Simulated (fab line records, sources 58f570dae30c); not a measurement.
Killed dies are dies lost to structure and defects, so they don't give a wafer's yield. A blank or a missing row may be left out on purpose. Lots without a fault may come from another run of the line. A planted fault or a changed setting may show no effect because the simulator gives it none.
fab line records | flow berkeley_cmos170
record lots=16 wafers=48 last_day=11
route steps=331 shown GATE@142 PLDD@152 NSD@190 BACKSIDE@202
lots that met no fault: from a run of the same line without faults
start_h: hours from the record's first day to the start of the lot's first wafer shown | wait_h: hours since the lot's step before | " the same as in the row above | L1.1+2: a row that stands for several wafers | - no value, or no start given | * or withheld: withheld | < > ~ a bound
route shown NAME@n: a module of which the file shows steps, and the number in the route of the first | usual: mean/standard deviation of fault-free wafers | same: alike in all rows | chamber/n: place in a boat | sites: the reading at each site | _std_site: their standard deviation | _edge_site: outer sites' mean less inner sites' | radius_mm: how far each site lies from the wafer's centre | mask NAME#n: copy n | behind: the tool/chamber that last shaped the wafer | hold: why the lot was held/for how many hours/how that ended | device: the transistor (n, p or np) that didn't switch | end of line: the same wafers' tests at the end of the route | a step without rows: its recipe alone | killed: dies lost to structure and defects at the first sort, not the wafer's yield | map: a wafer's dies, x killed, . not, _ none there
set.NAME: the setting as run; set.NAME@STEP: as run at that earlier step | model.NAME: the simulator's own value behind a step, which no gauge read
steps of the route over a sample of lots; a table a step, a row a wafer
services: from which hour (start_h, from the record's first day; less than 0 if before it) a tool's chamber was out of use, for how many hours, and why
## steps
# step UCB170_GATE_STRIP_16
# recipe chemistry=O2 power_w=400 pressure_mtorr=3500 platen_temp_c=withheld o2_flow_sccm=400 overash_fraction=0.5
# usual drypump_motor_current_A=5.60/0.27 oes_product_au=0.724/0.0044
# columns lot.wafer tool chamber start_h wait_h drypump_motor_current_A oes_product_au rf_hours_counter_h
L548.2 plasma_asher-04 1 118.38 0.0 5.32 0.722 0
L548.3 " 0 " " 5.36 0.726 -
L548.6 " 1 " " 5.34 0.730 -
L549.2 plasma_asher-04 0 135.79 0.0 5.37 0.733 2
L549.5 " 1 " " 5.33 0.725 -
L549.6 " 0 " " 5.37 0.731 -
L550.1 plasma_asher-01 1 142.81 0.0 6.01 0.728 32
L550.2 " 0 " " 5.60 0.723 32
L550.4 " 1 " " 5.99 0.717 -
L552.2 plasma_asher-01 1 150.46 0.0 6.00 0.718 33
L552.3 " 0 " " 5.57 0.716 -
L552.5 " 1 " " 6.05 0.724 -
L551.1 plasma_asher-01 0 151.03 0.0 5.52 0.724 33
L551.4 " 0 " " 5.55 0.724 -
L551.6 " 0 " " 5.51 0.724 -
L555.1 plasma_asher-04 0 152.51 0.0 5.33 0.727 4
L555.2 " 1 " " 5.37 0.725 4
L555.5 " 1 " " 5.35 0.723 -
L554.2 plasma_asher-04 0 152.75 0.0 5.36 0.723 4
L554.3 " 0 " " 5.35 0.722 -
L554.4 " 1 " " 5.32 0.727 -
L556.1 plasma_asher-02 1 162.30 0.0 5.96 0.720 47
L556.2 " 0 " " 5.72 0.721 47
L556.5 " 1 " " 5.96 0.716 -
L553.1 plasma_asher-02 1 162.85 0.0 5.97 0.723 48
L553.2 " 0 " " 5.72 0.723 48
L553.4 " 0 " " 5.72 0.725 -
L559.2 plasma_asher-02 0 174.12 0.0 5.75 0.730 49
L559.3 " 1 " " 5.97 0.723 -
L559.5 " 1 " " 5.96 0.727 -
L560.1 plasma_asher-04 0 181.60 0.0 5.37 0.728 7
L560.2 " 1 " " 5.37 0.724 7
L560.5 " 0 " " 5.35 0.716 -
L562.2 plasma_asher-04 0 190.52 0.0 5.38 0.717 8
L562.3 " 1 " " 5.36 0.724 -
L562.6 " 1 " " 5.36 0.726 -
L566.1 plasma_asher-04 1 214.55 0.0 5.36 0.732 11
L566.4 " 0 " " 5.36 0.723 -
L566.6 " 0 " " 5.37 0.725 -
L568.1 plasma_asher-04 1 226.36 0.0 5.36 0.728 12
L568.4 " 1 " " 5.37 0.726 -
L568.6 " 0 " " 5.36 0.726 -
L570.1 plasma_asher-02 0 226.43 0.0 5.72 0.716 55
L570.4 " 1 " " 5.97 0.730 -
L570.6 " 0 " " 5.70 0.727 -
L571.3 plasma_asher-01 0 239.09 0.1 5.55 0.723 -
L571.4 " 1 " " 6.04 0.719 -
L571.5 " 1 " " 6.05 0.726 -
# step UCB170_PLDD_OVL_MEAS_07
# usual PLDD_OVL=3/5
# columns lot.wafer tool chamber start_h wait_h PLDD_OVL[nm]
L548.2 overlay-01 - 120.16 0.1 -1
L548.3 " - " " -7
L548.6 " - " " 1
L549.2 overlay-01 - 137.75 0.1 7
L549.5 " - " " -5
L549.6 " - " " 0
L550.1 overlay-01 - 144.30 0.1 -3
L550.2 " - " " 1
L550.4 " - " " 4
L552.2 overlay-01 - 152.49 0.1 6
L552.3 " - " " 5
L552.5 " - " " 8
L551.1 overlay-01 - 152.85 0.1 10
L551.4 " - " " -3
L551.6 " - " " 7
L555.1 overlay-01 - 154.53 0.1 -3
L555.2 " - " " -3
L555.5 " - " " 3
L554.2 overlay-02 - 154.71 0.1 1
L554.3 " - " " 9
L554.4 " - " " 8
L556.1 overlay-01 - 164.28 0.1 -3
L556.2 " - " " 4
L556.5 " - " " 1
L553.1 overlay-02 - 165.56 0.1 5
L553.2 " - " " 2
L553.4 " - " " 9
L559.2 overlay-02 - 177.35 0.1 0
L559.3 " - " " 0
L559.5 " - " " -2
L560.1 overlay-02 - 183.67 0.1 6
L560.2 " - " " 7
L560.5 " - " " 10
L562.2 overlay-02 - 195.41 0.1 3
L562.3 " - " " 10
L562.6 " - " " 4
L566.1 overlay-01 - 215.91 0.1 6
L566.4 " - " " 6
L566.6 " - " " 5
L568.1 overlay-02 - 228.86 0.1 -3
L568.4 " - " " 1
L568.6 " - " " -4
L570.1 overlay-01 - 229.10 0.1 0
L570.4 " - " " 7
L570.6 " - " " -1
L571.3 overlay-02 - 240.89 0.1 -5
L571.4 " - " " -7
L571.5 " - " " -3
# step UCB170_NSD_EXPOSE_03
# recipe mask_id=NSELECT_MOD na=0.5 sigma_outer=0.6 source_shape=conventional target_cd_nm=1200 dose_mj=30
# same sigma_outer=0.6
# columns lot.wafer tool chamber start_h wait_h mask
L548.2+3+6 krf_scanner-02 0 130.76 0.2 NSELECT_MOD#0
L549.2+5+6 krf_scanner-02 0 147.80 0.1 NSELECT_MOD#0
L550.1+2+4 krf_scanner-02 0 153.65 0.1 NSELECT_MOD#0
L555.1+2+5 krf_scanner-02 0 164.23 0.1 NSELECT_MOD#0
L551.1+4+6 krf_scanner-01 0 164.57 0.2 NSELECT_MOD#0
L552.2+3+5 krf_scanner-02 0 165.14 0.3 NSELECT_MOD#0
L554.2+3+4 krf_scanner-01 0 165.38 0.3 NSELECT_MOD#0
L556.1+2+5 krf_scanner-01 0 174.78 - NSELECT_MOD#0
L553.1+2+4 krf_scanner-01 0 175.36 0.5 NSELECT_MOD#0
L559.2+3+5 krf_scanner-02 0 189.22 0.2 NSELECT_MOD#0
L560.1+2+5 krf_scanner-01 0 195.57 0.2 NSELECT_MOD#0
L562.2+3+6 krf_scanner-01 0 205.49 0.2 NSELECT_MOD#0
L566.1+4+6 krf_scanner-02 0 225.84 0.1 NSELECT_MOD#0
L568.1+4+6 krf_scanner-02 0 238.60 0.2 NSELECT_MOD#0
L570.1+4+6 krf_scanner-02 0 238.71 0.3 NSELECT_MOD#0
L571.3+4+5 krf_scanner-02 0 249.90 0.3 NSELECT_MOD#0
# step UCB170_NSD_OVL_MEAS_07
# usual NSD_OVL=4/5.4
# columns lot.wafer tool chamber start_h wait_h NSD_OVL[nm]
L548.2 overlay-02 - 131.26 0.1 13
L548.3 " - " " 4
L548.6 " - " " 5
L549.2 overlay-01 - 148.73 0.1 13
L549.5 " - " " 10
L549.6 " - " " 10
L550.1 overlay-02 - 154.25 0.1 7
L550.2 " - " " 3
L550.4 " - " " 7
L555.1 overlay-01 - 164.74 0.1 -1
L555.2 " - " " 10
L555.5 " - " " 0
L551.1 overlay-01 - 165.29 0.1 -5
L551.4 " - " " 4
L551.6 " - " " 0
L552.2 overlay-02 - 165.84 0.1 3
L552.3 " - " " 4
L552.5 " - " " 3
L554.2 overlay-02 - 166.13 0.1 -6
L554.3 " - " " -5
L554.4 " - " " -6
L556.1 overlay-01 - 176.50 0.1 -225
L556.2 " - " " -215
L556.5 " - " " -228
L553.1 overlay-02 - 176.79 0.1 -208
L553.2 " - " " -216
L553.4 " - " " -213
L559.2 overlay-01 - 190.20 0.1 5
L559.3 " - " " 13
L559.5 " - " " 11
L560.1 overlay-02 - 196.09 0.1 -220
L560.2 " - " " -220
L560.5 " - " " -214
L562.2 overlay-01 - 206.11 0.1 -216
L562.3 " - " " -216
L562.6 " - " " -218
L566.1 overlay-02 - 227.06 0.1 9
L566.4 " - " " 7
L566.6 " - " " 6
L568.1 overlay-01 - 239.14 0.1 -1
L568.4 " - " " 2
L568.6 " - " " 5
L570.1 overlay-02 - 239.26 0.1 -3
L570.4 " - " " -2
L570.6 " - " " 2
L571.3 overlay-02 - 250.70 0.1 8
L571.4 " - " " 2
L571.5 " - " " 9
# step UCB170_BACKSIDE_STRIP_03
# recipe chemistry=O2 power_w=400 pressure_mtorr=3500 platen_temp_c=withheld o2_flow_sccm=400 overash_fraction=0.5
# usual drypump_motor_current_A=5.5/0.32 oes_product_au=0.735/0.0046 strip_time_to_endpoint_s=22.01/0.057
# columns lot.wafer tool chamber start_h wait_h drypump_motor_current_A oes_product_au rf_hours_counter_h strip_time_to_endpoint_s
L548.2 plasma_asher-02 0 132.52 0.1 5.7 0.737 44 22.00
L548.3 " 1 " " 6.0 0.737 - 22.04
L548.6 " 1 " " 6.0 0.733 - 22.02
L549.2 plasma_asher-04 1 150.37 0.1 5.3 0.742 3 21.93
L549.5 " 0 " " 5.4 0.736 - 21.99
L549.6 " 1 " " 5.3 0.730 - 22.01
L550.1 plasma_asher-02 1 155.31 0.1 6.0 0.737 47 22.07
L550.2 " 0 " " 5.7 0.723 47 21.99
L550.4 " 1 " " 6.0 0.742 - 21.96
L555.1 plasma_asher-03 0 165.93 0.1 5.1 0.739 49 22.11
L555.2 " 1 " " 5.9 0.737 49 22.07
L555.5 " 0 " " 5.1 0.741 - 22.05
L551.1 plasma_asher-03 1 166.38 0.1 5.9 0.731 49 21.96
L551.4 " 1 " " 5.9 0.731 - 22.00
L551.6 " 1 " " 5.9 0.732 - 21.96
L552.2 plasma_asher-04 1 166.83 0.1 5.3 0.743 5 21.97
L552.3 " 0 " " 5.3 0.736 - 21.95
L552.5 " 0 " " 5.4 0.737 - 21.93
L554.2 plasma_asher-03 1 167.24 0.1 5.9 0.746 49 22.01
L554.3 " 0 " " 5.1 0.737 - 22.02
L554.4 " 1 " " 5.9 0.732 - 21.96
L556.1 plasma_asher-04 1 177.90 0.1 5.3 0.740 6 21.97
L556.2 " 0 " " 5.4 0.741 6 22.07
L556.5 " 0 " " 5.4 0.750 - 22.05
L553.1 plasma_asher-03 1 178.12 0.1 5.9 0.726 50 22.11
L553.2 " 0 " " 5.1 0.728 50 22.07
L553.4 " 1 " " 5.9 0.734 - 22.00
L559.2 plasma_asher-02 1 194.56 0.1 6.0 0.730 51 21.91
L559.3 " 1 " " 6.0 0.734 - 21.87
L559.5 " 0 " " 5.7 0.739 - 21.91
L560.1 plasma_asher-03 1 199.04 0.1 5.9 0.733 53 21.98
L560.2 " 0 " " 5.1 0.733 53 22.00
L560.5 " 1 " " 5.9 0.744 - 22.07
L562.2 plasma_asher-04 1 207.07 0.1 5.3 0.729 10 21.99
L562.3 " 1 " " 5.3 0.733 - 21.93
L562.6 " 0 " " 5.4 0.733 - 21.94
L566.1 plasma_asher-03 1 228.31 0.1 5.9 0.739 56 22.04
L566.4 " 0 " " 5.1 0.741 - 22.00
L566.6 " 1 " " 5.9 0.727 - 22.00
L568.1 plasma_asher-03 0 240.21 0.1 5.1 0.736 58 22.03
L568.4 " 0 " " 5.1 0.737 - 22.00
L568.6 " 0 " " 5.1 0.733 - 22.06
L570.1 plasma_asher-02 1 240.37 0.1 6.0 0.741 56 22.09
L570.4 " 1 " " 6.0 0.733 - 22.08
L570.6 " 0 " " 5.7 0.731 - 22.04
L571.3 plasma_asher-04 0 251.81 0.1 5.4 0.738 - 21.96
L571.4 " 1 " " 5.3 0.730 - 22.01
L571.5 " 1 " " 5.4 0.732 - 21.96
## services
# columns tool chamber start_h hours kind
plasma_asher-02 - 100.94 1.5 repair
plasma_asher-04 - 108.75 9.0 pm
plasma_asher-04 0 108.75 9.0 vent_cycle
plasma_asher-04 1 108.75 9.0 vent_cycle
plasma_asher-01 - 114.63 2.3 repair
plasma_asher-04 0 117.75 - clean
plasma_asher-04 1 117.75 - clean
krf_scanner-02 - 133.99 0.8 pm
krf_scanner-02 - 134.74 1.0 pm
krf_scanner-02 - 137.23 1.3 pm
krf_scanner-01 0 147.56 - calibration
plasma_asher-04 - 147.88 1.2 repair
plasma_asher-03 - 150.77 2.4 repair
krf_scanner-01 - 153.39 1.2 repair
krf_scanner-01 - 198.14 1.0 repair
krf_scanner-01 - 217.15 1.0 pm
plasma_asher-01 - 226.52 4.3 pm
krf_scanner-01 - 239.07 1.3 pm
krf_scanner-02 0 239.90 - calibration
krf_scanner-01 - 242.54 0.8 pm
## key
first_sign step=UCB170_NSD_OVL_MEAS_07 reading=NSD_OVL direction=down sigmas=41 usual=4 struck=-217
effect none on later readings
met_at UCB170_NSD_EXPOSE_03
struck_lots L553,L556,L560,L562
tester_left_out L553,L556,L560,L562
not_acting_at UCB170_GATE_STRIP_16,UCB170_PLDD_OVL_MEAS_07,UCB170_BACKSIDE_STRIP_03
onset_between 165.38 174.78
fault kind=scanner_matching_overlay tool=krf_scanner-01 chamber=- onset_h=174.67 steps=UCB170_NSD_EXPOSE_03 offset=-220
# tester_left_out: of these lots the tester's yield and bins aren't shown, on N5 and GAA mostly nor the transistor test; their killed dies are dies lost to structure and defects alone, not to doping, threshold or leakage, so they don't give the yield
